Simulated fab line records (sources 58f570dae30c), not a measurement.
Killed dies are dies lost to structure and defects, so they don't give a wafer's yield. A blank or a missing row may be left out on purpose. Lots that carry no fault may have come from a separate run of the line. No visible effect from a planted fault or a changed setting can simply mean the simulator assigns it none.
fab line records + flow berkeley_cmos170
record:
- lots: 14
- wafers: 42
- last_day: 13
route steps=331 shown FIELD@96 SDANNEAL@205 V2@306 M3@324
lots untouched by any fault: they come from a run of this same line in which no faults occurred
start_h: hours from the record's opening day to when the first of the lot's shown wafers began + wait_h: hours from the lot's prior step to this one + " unchanged from the row above + L1.1+2: a single row standing in for several wafers + - value missing, or start not given + * or withheld: withheld + < > ~ a bound
route shown NAME@n: NAME is a module with steps in the file, n the number in the route of the first one + usual: the fault-free wafers' mean and standard deviation + same: alike in all rows + chamber/n: place in a boat + sites: each site's reading + _std_site: how widely they spread, as a standard deviation + _edge_site: outer sites' mean less inner sites' + radius_mm: for every site, how far away it sits from the centre of the wafer + mask NAME#n: copy n + behind: the tool/chamber that last shaped the wafer + hold: what put the lot on hold/how long, in hours/how the hold closed + device: the transistor (n, p or np) that didn't switch + end of line: at the end of the route, the tests of the same wafers + for a step that has no rows: nothing shown but its recipe + killed: dies that structure and defects cost at the first sort, which is not the same as the wafer's yield + map: a wafer's dies, x killed, . not, _ none there
set.NAME: setting as actually run; set.NAME@STEP: the setting as run at that earlier step + model.NAME: the simulator's own value behind a step, which no gauge read
steps of the route over a sample of lots; a table a step, a row a wafer
services: a tool's chamber out of use, with start hour (start_h, from the record's first day; less than 0 if before it), hours out, and reason
== steps ==
step: UCB170_FIELD_THK_MEAS_90
recipe:
- reads: SiO2_of_FIELD_OXIDATION_01
usual:
- FIELD_OXIDE_LEFT_1_THK: 441/9.2
| lot.wafer | tool          | chamber | start_h | wait_h | FIELD_OXIDE_LEFT_1_THK[nm] |
|-----------|---------------|---------|---------|--------|----------------------------|
| L675.1    | film_metro-03 | -       | 102.48  | 0.0    | 429                        |
| L675.4    | "             | -       | "       | "      | 433                        |
| L675.5    | "             | -       | "       | "      | 427                        |
| L676.4    | film_metro-02 | -       | 102.57  | 0.1    | 449                        |
| L676.5    | "             | -       | "       | "      | 439                        |
| L676.6    | "             | -       | "       | "      | 447                        |
| L677.2    | film_metro-04 | -       | 109.73  | 0.0    | 430                        |
| L677.5    | "             | -       | "       | "      | 438                        |
| L677.6    | "             | -       | "       | "      | 426                        |
| L679.3    | film_metro-03 | -       | 125.31  | 0.1    | 434                        |
| L679.4    | "             | -       | "       | "      | 429                        |
| L679.6    | "             | -       | "       | "      | 433                        |
| L681.1    | film_metro-02 | -       | 141.50  | 0.0    | 438                        |
| L681.2    | "             | -       | "       | "      | 447                        |
| L681.6    | "             | -       | "       | "      | 444                        |
| L683.2    | film_metro-04 | -       | 141.51  | 0.0    | 450                        |
| L683.4    | "             | -       | "       | "      | 448                        |
| L683.6    | "             | -       | "       | "      | 453                        |
| L684.2    | film_metro-03 | -       | 141.51  | 0.0    | 447                        |
| L684.3    | "             | -       | "       | "      | 452                        |
| L684.5    | "             | -       | "       | "      | 448                        |
| L682.1    | film_metro-04 | -       | 141.56  | 0.1    | 448                        |
| L682.2    | "             | -       | "       | "      | 447                        |
| L682.3    | "             | -       | "       | "      | 440                        |
| L689.2    | film_metro-04 | -       | 190.70  | 0.0    | 442                        |
| L689.3    | "             | -       | "       | "      | 446                        |
| L689.6    | "             | -       | "       | "      | 438                        |
| L693.1    | film_metro-03 | -       | 198.62  | 0.0    | 442                        |
| L693.4    | "             | -       | "       | "      | 450                        |
| L693.5    | "             | -       | "       | "      | 448                        |
| L694.1    | film_metro-04 | -       | 215.45  | 0.1    | 422                        |
| L694.2    | "             | -       | "       | "      | 437                        |
| L694.4    | "             | -       | "       | "      | 441                        |
| L696.1    | film_metro-04 | -       | 229.86  | 0.0    | 449                        |
| L696.2    | "             | -       | "       | "      | 444                        |
| L696.4    | "             | -       | "       | "      | 440                        |
| L698.1    | film_metro-03 | -       | 229.91  | 0.0    | 426                        |
| L698.3    | "             | -       | "       | "      | 423                        |
| L698.4    | "             | -       | "       | "      | 427                        |
| L697.4    | film_metro-04 | -       | 229.95  | 0.1    | 438                        |
| L697.5    | "             | -       | "       | "      | 442                        |
| L697.6    | "             | -       | "       | "      | 438                        |
step: UCB170_SDANNEAL_RTA_01
recipe:
- temp_c: 1050
- time_s: 5
- ambient: N2
usual:
- lamp_power_pct: 41/5.1
- wafer_temp_C_max: 1054.8/1.7
| lot.wafer | tool          | chamber | start_h | wait_h | lamp_power_pct | wafer_temp_C_max |
|-----------|---------------|---------|---------|--------|----------------|------------------|
| L677.2    | rtp_anneal-01 | 0       | 156.51  | 0.1    | 46             | 1052.9           |
| L677.5    | "             | 0       | "       | "      | 46             | 1052.9           |
| L677.6    | "             | 0       | "       | "      | 46             | 1053.2           |
| L675.1    | rtp_anneal-02 | 0       | 156.68  | 0.1    | 36             | 1056.2           |
| L675.4    | "             | 0       | "       | "      | 36             | 1056.5           |
| L675.5    | "             | 0       | "       | "      | 36             | 1057.2           |
| L676.4    | rtp_anneal-02 | 0       | 157.06  | 0.1    | 36             | 1056.1           |
| L676.5    | "             | 0       | "       | "      | 36             | 1056.6           |
| L676.6    | "             | 0       | "       | "      | 36             | 1056.6           |
| L679.3    | rtp_anneal-01 | 0       | 183.16  | 0.1    | 46             | 1053.4           |
| L679.4    | "             | 0       | "       | "      | 46             | 1052.9           |
| L679.6    | "             | 0       | "       | "      | 46             | 1052.9           |
| L683.2    | rtp_anneal-02 | 0       | 196.93  | 0.1    | 36             | 1054.9           |
| L683.4    | "             | 0       | "       | "      | 36             | 1055.5           |
| L683.6    | "             | 0       | "       | "      | 36             | 1054.0           |
| L681.1    | rtp_anneal-01 | 0       | 197.22  | 0.1    | 46             | 1052.8           |
| L681.2    | "             | 0       | "       | "      | 46             | 1053.5           |
| L681.6    | "             | 0       | "       | "      | 46             | 1052.1           |
| L684.2    | rtp_anneal-02 | 0       | 197.27  | 0.1    | 36             | 1056.8           |
| L684.3    | "             | 0       | "       | "      | 36             | 1055.0           |
| L684.5    | "             | 0       | "       | "      | 36             | 1055.1           |
| L682.1    | rtp_anneal-01 | 0       | 197.41  | 0.1    | 46             | 1052.7           |
| L682.2    | "             | 0       | "       | "      | 46             | 1053.9           |
| L682.3    | "             | 0       | "       | "      | 46             | 1052.9           |
| L689.2    | rtp_anneal-01 | 0       | 246.01  | 0.1    | 46             | 1055.0           |
| L689.3    | "             | 0       | "       | "      | 46             | 1055.3           |
| L689.6    | "             | 0       | "       | "      | 46             | 1053.4           |
| L693.1    | rtp_anneal-01 | 0       | 256.45  | 0.1    | 46             | 1052.0           |
| L693.4    | "             | 0       | "       | "      | 46             | 1053.9           |
| L693.5    | "             | 0       | "       | "      | 46             | 1053.8           |
| L694.1    | rtp_anneal-02 | 0       | 266.82  | 0.1    | 36             | 1055.9           |
| L694.2    | "             | 0       | "       | "      | 36             | 1056.3           |
| L694.4    | "             | 0       | "       | "      | 36             | 1056.0           |
| L696.1    | rtp_anneal-02 | 0       | 287.56  | 0.1    | 36             | 1058.1           |
| L696.2    | "             | 0       | "       | "      | 36             | 1056.5           |
| L696.4    | "             | 0       | "       | "      | 36             | 1055.5           |
| L697.4    | rtp_anneal-01 | 0       | 287.60  | 0.1    | 46             | 1054.2           |
| L697.5    | "             | 0       | "       | "      | 46             | 1053.9           |
| L697.6    | "             | 0       | "       | "      | 46             | 1053.6           |
| L698.1    | rtp_anneal-02 | 0       | 287.85  | 0.1    | 36             | 1056.1           |
| L698.3    | "             | 0       | "       | "      | 36             | 1057.3           |
| L698.4    | "             | 0       | "       | "      | 36             | 1055.1           |
step: UCB170_V2_ETCH_14
recipe:
- chemistry: CHF3/CF4/Ar
- target: SiO2
- stop_on: Al
- CHF3_flow_sccm: 45
- cf4_flow_sccm: 15
- Ar_flow_sccm: 150
- pressure_mtorr: 200
- rf_w: 700
- target_depth_a: 12500
- over_etch_frac: 0.25
- time_s: 291
usual:
- drypump_motor_current_A: 5.8/0.42
- oes_product_au: 0.872/0.012
- over_etch_frac: 0.25/0
- rf_fwd_power_W: 698.2/2.3
- throttle_valve_pct: 6.92/0.11
| lot.wafer | tool        | chamber | start_h | wait_h | drypump_motor_current_A | oes_product_au | over_etch_frac | rf_fwd_power_W | rf_hours_counter_h | throttle_valve_pct |
|-----------|-------------|---------|---------|--------|-------------------------|----------------|----------------|----------------|--------------------|--------------------|
| L677.2    | rie_diel-04 | 3       | 175.19  | 0.0    | 6.2                     | 0.876          | 0.25           | 694.1          | 12                 | 6.84               |
| L677.5    | "           | 3       | "       | "      | 6.2                     | 0.877          | 0.25           | 696.8          | -                  | 6.83               |
| L677.6    | "           | 2       | "       | "      | 5.9                     | 0.872          | 0.25           | 696.1          | -                  | 7.00               |
| L675.1    | rie_diel-04 | 2       | 175.88  | 0.0    | 5.9                     | 0.878          | 0.25           | 697.3          | 19                 | 7.01               |
| L675.4    | "           | 0       | "       | "      | 6.2                     | 0.878          | 0.25           | 699.0          | -                  | 7.05               |
| L675.5    | "           | 2       | "       | "      | 5.9                     | 0.884          | 0.25           | 700.4          | -                  | 7.01               |
| L676.4    | rie_diel-03 | 0       | 180.42  | 0.0    | 5.7                     | 0.878          | 0.25           | 699.3          | 52                 | 6.77               |
| L676.5    | "           | 3       | "       | "      | 5.4                     | 0.858          | 0.25           | 703.0          | -                  | 7.06               |
| L676.6    | "           | 0       | "       | "      | 5.7                     | 0.874          | 0.25           | 701.2          | -                  | 6.77               |
| L679.3    | rie_diel-02 | 3       | 201.45  | 0.0    | 5.1                     | 0.892          | 0.25           | 699.2          | 2                  | 6.89               |
| L679.4    | "           | 1       | "       | "      | 6.2                     | 0.871          | 0.25           | 699.3          | 18                 | 7.01               |
| L679.6    | "           | 2       | "       | "      | 5.4                     | 0.869          | 0.25           | 700.2          | -                  | 6.98               |
| L683.2    | rie_diel-04 | 2       | 214.53  | 0.0    | 5.9                     | 0.887          | 0.25           | 694.9          | 21                 | 7.02               |
| L683.4    | "           | 1       | "       | "      | 6.3                     | 0.866          | 0.25           | 701.2          | 1                  | 6.78               |
| L683.6    | "           | 2       | "       | "      | 5.9                     | 0.885          | 0.25           | 693.7          | -                  | 7.01               |
| L681.1    | rie_diel-02 | 1       | 214.76  | 0.0    | 6.2                     | 0.861          | 0.25           | 699.0          | 19                 | 7.02               |
| L681.2    | "           | 3       | "       | "      | 5.1                     | 0.876          | 0.25           | 699.7          | 3                  | 6.89               |
| L681.6    | "           | 3       | "       | "      | 5.1                     | 0.895          | 0.25           | 696.1          | -                  | 6.88               |
| L684.2    | rie_diel-04 | 3       | 216.98  | 0.0    | 6.2                     | 0.875          | 0.25           | 697.6          | 15                 | 6.83               |
| L684.3    | "           | 2       | "       | "      | 5.9                     | 0.880          | 0.25           | 697.7          | 21                 | 7.02               |
| L684.5    | "           | 2       | "       | "      | 5.9                     | 0.876          | 0.25           | 696.9          | -                  | 7.02               |
| L682.1    | rie_diel-02 | 3       | 217.28  | 0.0    | 5.1                     | 0.882          | 0.25           | 699.9          | 3                  | 6.87               |
| L682.2    | "           | 1       | "       | "      | 6.3                     | 0.856          | 0.25           | 699.0          | 19                 | 7.01               |
| L682.3    | "           | 2       | "       | "      | 5.5                     | 0.871          | 0.25           | 697.3          | 58                 | 6.99               |
| L689.2    | rie_diel-03 | 3       | 266.27  | 0.0    | 5.4                     | 0.965          | 0.02902        | 700.8          | 99                 | 7.04               |
| L689.3    | "           | 2       | "       | "      | 6.2                     | 0.983          | 0.02902        | 695.5          | 98                 | 7.02               |
| L689.6    | "           | 0       | "       | "      | 5.7                     | 0.981          | 0.02902        | 699.2          | -                  | 6.78               |
| L693.1    | rie_diel-03 | 1       | 274.81  | 0.0    | 6.2                     | 0.950          | 0.02902        | 697.1          | 75                 | 6.87               |
| L693.4    | "           | 0       | "       | "      | 5.7                     | 0.969          | 0.02902        | 701.7          | 56                 | 6.78               |
| L693.5    | "           | 3       | "       | "      | 5.4                     | 0.962          | 0.02902        | 701.8          | -                  | 7.06               |
| L694.1    | rie_diel-02 | 1       | 282.89  | 0.0    | 6.2                     | 0.854          | 0.25           | 695.5          | 22                 | 7.02               |
| L694.2    | "           | 3       | "       | "      | 5.1                     | 0.893          | 0.25           | 700.9          | 6                  | 6.87               |
| L694.4    | "           | 0       | "       | "      | 5.3                     | 0.891          | 0.25           | 697.3          | 8                  | 6.77               |
| L697.4    | rie_diel-04 | 3       | 307.43  | 0.0    | 6.2                     | 0.882          | 0.25           | 698.6          | 18                 | 6.83               |
| L697.5    | "           | 2       | "       | "      | 5.9                     | 0.887          | 0.25           | 694.6          | -                  | 7.00               |
| L697.6    | "           | 1       | "       | "      | 6.3                     | 0.870          | 0.25           | 698.0          | -                  | 6.79               |
| L696.1    | rie_diel-02 | 2       | 307.70  | 0.0    | 5.5                     | 0.869          | 0.25           | 695.7          | 62                 | 7.00               |
| L696.2    | "           | 3       | "       | "      | 5.1                     | 0.896          | 0.25           | 697.0          | 7                  | 6.88               |
| L696.4    | "           | 1       | "       | "      | 6.2                     | 0.858          | 0.25           | 702.8          | 23                 | 7.02               |
| L698.1    | rie_diel-04 | 1       | 309.80  | 0.0    | 6.3                     | 0.862          | 0.25           | 694.8          | 5                  | 6.79               |
| L698.3    | "           | 0       | "       | "      | 6.2                     | 0.875          | 0.25           | 697.1          | 11                 | 7.04               |
| L698.4    | "           | 2       | "       | "      | 5.9                     | 0.866          | 0.25           | 694.5          | 25                 | 7.02               |
step: UCB170_V2_STRIP_15
recipe:
- chemistry: O2
- power_w: 400
- pressure_mtorr: 3500
- platen_temp_c: withheld
- o2_flow_sccm: 400
- overash_fraction: 0.5
usual:
- drypump_motor_current_A: 5.6/0.4
- oes_product_au: 0.721/0.0043
- strip_time_to_endpoint_s: 15.31/0.12
| lot.wafer | tool            | chamber | start_h | wait_h | drypump_motor_current_A | oes_product_au | rf_hours_counter_h | strip_time_to_endpoint_s |
|-----------|-----------------|---------|---------|--------|-------------------------|----------------|--------------------|--------------------------|
| L677.2    | plasma_asher-03 | 1       | 175.37  | 0.1    | 5.9                     | 0.716          | 45                 | 15.56                    |
| L677.5    | "               | 1       | "       | "      | 6.0                     | 0.723          | -                  | 15.39                    |
| L677.6    | "               | 0       | "       | "      | 5.2                     | 0.715          | -                  | 15.42                    |
| L675.1    | plasma_asher-02 | 1       | 176.06  | 0.1    | 6.2                     | 0.725          | 40                 | 15.36                    |
| L675.4    | "               | 0       | "       | "      | 5.5                     | 0.724          | -                  | 15.23                    |
| L675.5    | "               | 1       | "       | "      | 6.2                     | 0.721          | -                  | 15.38                    |
| L676.4    | plasma_asher-01 | 1       | 180.64  | 0.1    | 5.1                     | 0.719          | -                  | 15.38                    |
| L676.5    | "               | 1       | "       | "      | 5.1                     | 0.725          | -                  | 15.18                    |
| L676.6    | "               | 0       | "       | "      | 5.5                     | 0.726          | -                  | 15.41                    |
| L679.3    | plasma_asher-02 | 0       | 201.67  | 0.1    | 5.5                     | 0.727          | -                  | 15.34                    |
| L679.4    | "               | 1       | "       | "      | 6.2                     | 0.722          | -                  | 15.42                    |
| L679.6    | "               | 1       | "       | "      | 6.2                     | 0.723          | -                  | 15.30                    |
| L683.2    | plasma_asher-03 | 0       | 214.71  | 0.1    | 5.2                     | 0.717          | 49                 | 15.16                    |
| L683.4    | "               | 0       | "       | "      | 5.2                     | 0.718          | -                  | 15.16                    |
| L683.6    | "               | 0       | "       | "      | 5.2                     | 0.719          | -                  | 15.16                    |
| L681.1    | plasma_asher-02 | 1       | 214.94  | 0.1    | 6.2                     | 0.729          | 43                 | 15.51                    |
| L681.2    | "               | 0       | "       | "      | 5.5                     | 0.724          | 43                 | 15.41                    |
| L681.6    | "               | 0       | "       | "      | 5.5                     | 0.723          | -                  | 15.35                    |
| L684.2    | plasma_asher-02 | 0       | 217.16  | 0.1    | 5.5                     | 0.717          | 43                 | 15.45                    |
| L684.3    | "               | 1       | "       | "      | 6.2                     | 0.726          | -                  | 15.29                    |
| L684.5    | "               | 1       | "       | "      | 6.2                     | 0.725          | -                  | 15.29                    |
| L682.1    | plasma_asher-01 | 0       | 217.46  | 0.1    | 5.5                     | 0.716          | 11                 | 15.31                    |
| L682.2    | "               | 1       | "       | "      | 5.1                     | 0.724          | 11                 | 15.50                    |
| L682.3    | "               | 0       | "       | "      | 5.5                     | 0.717          | -                  | 15.41                    |
| L689.2    | plasma_asher-01 | 0       | 266.45  | 0.1    | 5.5                     | 0.724          | 17                 | 16.32                    |
| L689.3    | "               | 0       | "       | "      | 5.6                     | 0.718          | -                  | 16.25                    |
| L689.6    | "               | 1       | "       | "      | 5.1                     | 0.728          | -                  | 16.43                    |
| L693.1    | plasma_asher-03 | 1       | 274.99  | 0.1    | 5.9                     | 0.720          | 53                 | 16.31                    |
| L693.4    | "               | 1       | "       | "      | 5.9                     | 0.720          | -                  | 16.45                    |
| L693.5    | "               | 0       | "       | "      | 5.2                     | 0.718          | -                  | 16.29                    |
| L694.1    | plasma_asher-02 | 0       | 283.07  | 0.1    | 5.5                     | 0.721          | 51                 | 15.43                    |
| L694.2    | "               | 1       | "       | "      | 6.2                     | 0.725          | 51                 | 15.34                    |
| L694.4    | "               | 0       | "       | "      | 5.5                     | 0.718          | -                  | 15.16                    |
| L697.4    | plasma_asher-02 | 0       | 307.64  | 0.1    | 5.5                     | 0.722          | -                  | 15.56                    |
| L697.5    | "               | 1       | "       | "      | 6.2                     | 0.728          | -                  | 15.35                    |
| L697.6    | "               | 0       | "       | "      | 5.5                     | 0.719          | -                  | 15.26                    |
| L696.1    | plasma_asher-03 | 0       | 307.88  | 0.1    | 5.2                     | 0.730          | 56                 | 15.24                    |
| L696.2    | "               | 1       | "       | "      | 6.0                     | 0.724          | 56                 | 15.28                    |
| L696.4    | "               | 1       | "       | "      | 5.9                     | 0.720          | -                  | 15.39                    |
| L698.1    | plasma_asher-02 | 1       | 309.98  | 0.1    | 6.2                     | 0.720          | 54                 | 15.25                    |
| L698.3    | "               | 1       | "       | "      | 6.2                     | 0.714          | -                  | 15.37                    |
| L698.4    | "               | 0       | "       | "      | 5.5                     | 0.722          | -                  | 15.30                    |
step: UCB170_M3_CD_MEAS_15
recipe:
- target_cd_nm: 700
usual:
- cd_nm: 699.8/1.5
| lot.wafer | tool      | chamber | start_h | wait_h | cd_nm |
|-----------|-----------|---------|---------|--------|-------|
| L677.2    | cd_sem-02 | -       | 178.00  | -      | 700.1 |
| L677.5    | "         | -       | "       | "      | 697.9 |
| L677.6    | "         | -       | "       | "      | 699.8 |
| L675.1    | cd_sem-02 | -       | 178.43  | -      | 701.8 |
| L675.4    | "         | -       | "       | "      | 700.8 |
| L675.5    | "         | -       | "       | "      | 700.8 |
| L676.4    | cd_sem-01 | -       | 183.19  | -      | 697.7 |
| L676.5    | "         | -       | "       | "      | 697.3 |
| L676.6    | "         | -       | "       | "      | 697.0 |
| L679.3    | cd_sem-01 | -       | 203.93  | -      | 698.1 |
| L679.4    | "         | -       | "       | "      | 699.3 |
| L679.6    | "         | -       | "       | "      | 699.2 |
| L683.2    | cd_sem-02 | -       | 217.07  | -      | 701.3 |
| L683.4    | "         | -       | "       | "      | 699.3 |
| L683.6    | "         | -       | "       | "      | 702.5 |
| L681.1    | cd_sem-01 | -       | 217.45  | -      | 698.5 |
| L681.2    | "         | -       | "       | "      | 699.3 |
| L681.6    | "         | -       | "       | "      | 698.9 |
| L684.2    | cd_sem-01 | -       | 219.87  | -      | 699.5 |
| L684.3    | "         | -       | "       | "      | 699.8 |
| L684.5    | "         | -       | "       | "      | 699.5 |
| L682.1    | cd_sem-01 | -       | 220.40  | -      | 699.6 |
| L682.2    | "         | -       | "       | "      | 700.2 |
| L682.3    | "         | -       | "       | "      | 698.6 |
| L689.2    | cd_sem-02 | -       | 268.97  | -      | 699.6 |
| L689.3    | "         | -       | "       | "      | 700.1 |
| L689.6    | "         | -       | "       | "      | 698.9 |
| L693.1    | cd_sem-02 | -       | 277.11  | -      | 699.7 |
| L693.4    | "         | -       | "       | "      | 699.8 |
| L693.5    | "         | -       | "       | "      | 702.5 |
| L694.1    | cd_sem-02 | -       | 285.65  | -      | 698.9 |
| L694.2    | "         | -       | "       | "      | 698.8 |
| L694.4    | "         | -       | "       | "      | 699.1 |
| L697.4    | cd_sem-01 | -       | 311.14  | -      | 698.5 |
| L697.5    | "         | -       | "       | "      | 699.3 |
| L697.6    | "         | -       | "       | "      | 698.9 |
| L696.1    | cd_sem-02 | -       | 311.32  | -      | 701.1 |
| L696.2    | "         | -       | "       | "      | 700.7 |
| L696.4    | "         | -       | "       | "      | 701.2 |
| L698.1    | cd_sem-01 | -       | 314.90  | -      | 703.8 |
| L698.3    | "         | -       | "       | "      | 702.0 |
| L698.4    | "         | -       | "       | "      | 702.4 |
== services ==
| tool            | chamber | start_h | hours | kind           |
|-----------------|---------|---------|-------|----------------|
| plasma_asher-03 | -       | 145.54  | 4.0   | repair         |
| rie_diel-04     | 1       | 170.26  | -     | clean          |
| rie_diel-04     | 1       | 170.26  | 21.3  | scheduled_down |
| rie_diel-04     | 1       | 170.26  | 21.3  | vent_cycle     |
| plasma_asher-03 | -       | 196.53  | 0.5   | repair         |
| rie_diel-03     | 2       | 206.44  | 6.6   | repair         |
| plasma_asher-03 | -       | 255.31  | 15.6  | pm             |
| rie_diel-03     | 3       | 257.88  | 5.1   | repair         |
== key ==
first_sign:
- step: UCB170_V2_ETCH_14
- reading: over_etch_frac
- direction: down
- sigmas: 99+
- usual: 0.25
- struck: 0.02902
effect:
- step: UCB170_V2_ETCH_14
- reading: oes_product_au
- direction: up
- sigmas: 8.4
- usual: 0.872
- struck: 0.968
effect:
- step: UCB170_V2_STRIP_15
- reading: strip_time_to_endpoint_s
- direction: up
- sigmas: 8.8
- usual: *
- struck: *
met_at UCB170_V2_ETCH_14
struck_lots L689,L693
sort_left_out L689.2,L689.3,L689.6,L693.1,L693.4,L693.5
not_acting_at UCB170_FIELD_THK_MEAS_90,UCB170_SDANNEAL_RTA_01,UCB170_M3_CD_MEAS_15
onset_between 180.42 266.27
fault:
- kind: process_parameter_drift
- tool: rie_diel-03
- chamber: -
- onset_h: 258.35
- steps: UCB170_V2_ETCH_14
- channel: over_etch_frac
- offset: -0.22098
- shape: step
- end_h: 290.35
- acts_in: these_recipes_only
- stated: 0.25
sort_left_out: the simulated sort isn't trusted on such a fault, so these wafers' sort isn't shown, and their yield isn't known
